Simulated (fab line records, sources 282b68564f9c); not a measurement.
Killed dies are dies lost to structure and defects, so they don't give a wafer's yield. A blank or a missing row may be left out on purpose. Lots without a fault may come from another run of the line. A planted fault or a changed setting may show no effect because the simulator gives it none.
A struck lot beside a sound one | flow rit_cmos | 44 steps out of a route of 202
Sound: wafers L449.4, L449.5, L449.6. Struck: wafers L461.1, L461.4, L461.5. The cause comes at the end.
At each step with rows: each side's tool, then ch and its chambers, then its first start. Under that, the readings that differ: sound wafers | struck wafers | difference of the means | sigmas: that difference in standard deviations of wafers without a fault.
alike: readings whose means differ by less than 2 such deviations, and words and numbers that are the same on both sides. not compared: withheld readings, readings that some wafer has no value for, bounds like >300 that may hide the same value, and numbers for which the record gives no deviation and whose values overlap.
The two part at a step that has a row with sigmas, a row that says differs or no value, or rows on one side only. Numbers that don't overlap but have no deviation are shown without sigmas and don't part them. A reading that every wafer of one side lacks parts them only if that side has two wafers or more.

first, 1 step without rows for these wafers: RIT_PRETRO_IMPLANT_08.
RIT_PRETRO_STRIP_09: strips in O2, time 180 s.
  sound on plasma_asher-04 ch 0,1, day 2 22:55; struck on plasma_asher-04 ch 0,1, day 5 03:41
  alike: drypump_motor_current_A
  not compared: rf_hours_counter_h
RIT_PRETRO_TW_MEAS_10:
  sound on film_metro-01, day 2 23:04; struck on film_metro-02, day 5 03:51
  alike: PRETRO_TW
then, 5 steps without rows for these wafers: RIT_GATE_WET_ETCH_00 (etches SiO2 in BOE, target depth 56 nm, time 60 s); RIT_GATE_CLEAN_01 (cleans in SC1, time 600 s); RIT_GATE_CLEAN_02 (cleans in dHF, time 30 s); RIT_GATE_CLEAN_03 (cleans in SC2, time 600 s); RIT_GATE_CLEAN_04 (cleans in dHF, time 60 s).
RIT_FOX2_THK_MEAS_91:
  sound on film_metro-01, day 2 23:32; struck on film_metro-02, day 5 04:22
  reading                     | sound       | struck      | difference | sigmas
  FIELD_OXIDE_LEFT_2_THK (nm) | 260 259 265 | 247 246 248 | -14        | -2
then, 2 steps without rows for these wafers: RIT_GATE_OXIDATION_05 (target thk 3 nm, ox time 270 s); RIT_GATE_ANNEAL_06 (time 600 s).
RIT_GATE_THK_MEAS_07:
  sound on film_metro-02, day 3 02:22; struck on film_metro-02, day 5 06:22
  alike: GATE_OXIDE_THK
RIT_GATE_CVD_08: deposits poly-Si from SiH4, target thk 250 nm, time 2220 s.
  sound on lpcvd-02 ch 0, day 3 02:23; struck on lpcvd-01 ch 1, day 5 06:40
  reading                                  | sound           | struck          | difference | sigmas
  model.poly-Si_of_GATE_CVD_08.thk_nm (nm) | 246.6 247 249.1 | 274.3 271 272.5 | +25.0      |
RIT_GATE_THK_MEAS_09:
  sound on film_metro-01, day 3 04:05; struck on film_metro-02, day 5 08:17
  reading            | sound             | struck            | difference | sigmas
  GATE_POLY_THK (nm) | 246.7 246.9 249.2 | 274.3 271.1 272.6 | +25.1      | +11
then, 6 steps without rows for these wafers: RIT_GATE_HMDS_10 (prime time 60 s); RIT_GATE_COAT_11 (resist thk 850 nm); RIT_GATE_SOFTBAKE_12 (time 60 s); RIT_GATE_EXPOSE_13 (exposes mask M6, target cd 150 nm); RIT_GATE_PEB_14; RIT_GATE_DEVELOP_15 (develop time 50 s).
RIT_GATE_CD_MEAS_16: target cd 150 nm.
  sound on cd_sem-02, day 3 05:20; struck on cd_sem-01, day 5 09:12
  alike: cd_nm
RIT_GATE_OVL_MEAS_17:
  sound on overlay-02, day 3 05:25; struck on overlay-01, day 5 09:19
  alike: GATE_OVL
then, 1 step without rows for these wafers: RIT_GATE_HARDBAKE_18 (time 60 s).
RIT_GATE_ETCH_19: etches poly-Si in SF6/CHF3/O2, stops on SiO2, time 165 s, target depth 312.5 nm.
  sound on rie_si-01 ch 1,2, day 3 05:35; struck on rie_si-02 ch 1,2,3, day 5 09:31
  reading                          | sound             | struck            | difference | sigmas
  oes_product_au (a.u.)            | 0.840 0.863 0.846 | 0.904 0.868 0.917 | +0.047     | +3
  model.GATE.feature_depth_nm (nm) | 246.6 247 249.1   | 274.3 271 272.5   | +25.0      |
  model.etch.depth_nm (nm)         | 246.6 247 249.1   | 274.3 271 272.5   | +25.0      |
  alike: drypump_motor_current_A, throttle_valve_pct
  not compared: rf_hours_counter_h
RIT_GATE_STRIP_20: strips in O2, time 180 s.
  sound on plasma_asher-01 ch 0,1, day 3 05:45; struck on plasma_asher-01 ch 0,1, day 5 09:37
  alike: drypump_motor_current_A
  not compared: rf_hours_counter_h
RIT_GATE_CD_MEAS_90: target cd 150 nm.
  sound on cd_sem-02, day 3 05:56; struck on cd_sem-02, day 5 09:47
  alike: cd_nm
then, 4 steps without rows for these wafers: RIT_REOX_CLEAN_00 (cleans in SC1, time 600 s); RIT_REOX_CLEAN_01 (cleans in dHF, time 30 s); RIT_REOX_CLEAN_02 (cleans in SC2, time 600 s); RIT_REOX_OXIDATION_03 (target thk 25.2 nm, ox time 5580 s).
RIT_REOX_THK_MEAS_04:
  sound on film_metro-04, day 3 09:34; struck on film_metro-02, day 5 14:41
  alike: REOX_OXIDE_THK
then, 6 steps without rows for these wafers: RIT_NLDD_HMDS_00 (prime time 60 s); RIT_NLDD_COAT_01 (resist thk 1000 nm); RIT_NLDD_SOFTBAKE_02 (time 60 s); RIT_NLDD_EXPOSE_03 (exposes mask M7, target cd 40700 nm); RIT_NLDD_PEB_04; RIT_NLDD_DEVELOP_05 (develop time 50 s).
RIT_NLDD_OVL_MEAS_06:
  sound on overlay-02, day 3 10:50; struck on overlay-02, day 5 15:36
  alike: NLDD_OVL
then, 2 steps without rows for these wafers: RIT_NLDD_HARDBAKE_07 (time 60 s); RIT_NLDD_IMPLANT_08.
RIT_NLDD_STRIP_09: strips in O2, time 180 s.
  sound on plasma_asher-04 ch 0,1, day 3 11:13; struck on plasma_asher-04 ch 0,1, day 5 15:57
  alike: drypump_motor_current_A
  not compared: rf_hours_counter_h
RIT_NLDD_TW_MEAS_10:
  sound on film_metro-04, day 3 11:22; struck on film_metro-04, day 5 16:07
  alike: NLDD_TW
RIT_SDANNEAL_CLEAN_02: cleans in SC2, time 600 s.
  sound on wet_bench-01 ch 1, day 3 20:11; struck on wet_bench-01 ch 3, day 5 23:40
  reading                                  | sound             | struck            | difference | sigmas
  model.poly-Si_of_GATE_CVD_08.thk_nm (nm) | 157.2 157.3 159.7 | 184.5 182.3 183.4 | +25.3      |
RIT_M1_PROBE_99:
  sound on prober-02, day 4 04:02; struck on prober-01, day 6 07:35
  reading                                          | sound                | struck               | difference | sigmas
  model.etest.nmos_turned.drive_ua_um              | 315.1 323.1 315      | 286.2 296.9 285.4    | -28.2      |
  model.etest.pmos_turned.drive_ua_um              | 192.9 195.7 194.5    | 154.4 161.7 153.2    | -37.9      |
  model.etest.poly_comb_over_steps.leak_log10_a_um | -12.88 -12.73 -12.84 | -9.859 -12.65 -9.455 | +2.162     |
  alike: killed_at_contacts, killed_at_front_end, killed_dies, killed_open, killed_short

WHERE THEY PART
First at RIT_FOX2_THK_MEAS_91; last, within this record, at RIT_GATE_ETCH_19. Later steps at which nothing parts them and some readings are alike: RIT_GATE_STRIP_20, RIT_GATE_CD_MEAS_90, RIT_REOX_THK_MEAS_04, RIT_NLDD_OVL_MEAS_06, RIT_NLDD_STRIP_09, RIT_NLDD_TW_MEAS_10, RIT_M1_PROBE_99.

WHY: what the simulator had put in
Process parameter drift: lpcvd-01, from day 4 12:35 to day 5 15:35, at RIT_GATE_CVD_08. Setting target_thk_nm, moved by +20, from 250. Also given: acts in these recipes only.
